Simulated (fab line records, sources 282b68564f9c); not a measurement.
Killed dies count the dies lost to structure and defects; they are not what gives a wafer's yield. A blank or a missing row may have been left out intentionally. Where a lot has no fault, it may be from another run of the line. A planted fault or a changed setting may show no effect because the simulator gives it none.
8D (eight disciplines) problem report, filled in by code / flow ritCmos / the parts of the form that need people (team, actions taken, sign-off) are left out

1. WHAT WENT WRONG
Wafers without a fault read 193.2 s, standard deviation 0.44; runLengthS at RIT_GATE_ETCH_19 reads a mean of 152.0 s on 2 wafers belonging to 2 lots. That puts it -94 standard deviations away from the usual mean.
The step: etches poly-Si in SF6/CHF3/O2, stops on SiO2, time 165 s, target depth 312.5 nm.
Seen first at day 6 01:40 on rieSi-02, wafer L858.2. Wafers with a number at this step in the record: 42, from 14 lots. Rule for "out" (also "out of limits"): further than 4 standard deviations from the usual mean. All remaining wafers that have a number are taken as sound.

2. WHAT IT IS, AND WHAT IT ISN'T
question=which readings at this step | is=runLengthS, oesProductAu | is not=chamberPressureMTorr, drypumpMotorCurrentA, throttleValvePct
question=which lots | is=L858, L860 | is not=L844, L845, L846, L847, L848, L849, L850, L851, L852, L853, L857, L861
question=which wafers of those lots | is=L858.2, L860.1 | is not=L858.1, L858.6, L860.2, L860.4
question=read on which tools | is=rieSi-02 | is not=rieSi-01
question=when | is=from day 6 01:40 | is not=up to then (35 sound wafers); but 5 sound wafers of L860, L861 came after

3. SUSPECTS, AND WHAT RULES EACH OUT
Counting: any tool at a process step up to the reading remains a suspect provided it ran every lot that is out. Sound lots after the first of them don't rule it out here, since some wafers of a struck lot are sound.
- rieSi-02 at RIT_GATE_ETCH_19 (etches poly-Si in SF6/CHF3/O2, stops on SiO2, time 165 s, target depth 312.5 nm): kept. It processed each lot that is out (first: L858, day 6 01:40); up to then, its last sound lot is L852 (day 4 19:55). Its own oesProductAu, runLengthS readings are out on those wafers.
- In rieSi-02 at RIT_GATE_ETCH_19, the wafers that are out were processed in chamber 3 and their sound lot-mates in chambers 1, 2.
Remaining after the count: rieSi-02 at RIT_GATE_ETCH_19.

4. THE CAUSE (what the simulator had put in)
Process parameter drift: rieSi-02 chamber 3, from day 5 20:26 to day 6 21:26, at RIT_GATE_ETCH_19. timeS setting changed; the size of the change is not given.
After counting, this tool was the only one left.

5. SEQUENCE OF EFFECTS, ordered by route
One row per reading whose mean, taken over the struck wafers that have a number, lies over 3 standard deviations from the usual. Only readings whose record carries a usual standard deviation are examined. hours: median over the lots of the time between each lot's start at the first step of this table that gives one and its start at this step. sigmas: the change, counted in usual standard deviations.
hours=0; step=RIT_GATE_ETCH_19; reading=oesProductAu; usual=0.850 a.u.; on struck wafers=1.011; change=+0.161; sigmas=+12
hours=0; step=RIT_GATE_ETCH_19; reading=runLengthS; usual=193.2 s; on struck wafers=152.0; change=-41.2; sigmas=-94
Here are the process steps it includes:
- RIT_GATE_ETCH_19: etches poly-Si in SF6/CHF3/O2, stops on SiO2, time 165 s, target depth 312.5 nm.

6. WHAT WOULD HAVE CAUGHT IT SOONER
In this record the first reading out of limits was taken at day 6 01:40, 5 hours after the fault began at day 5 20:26.
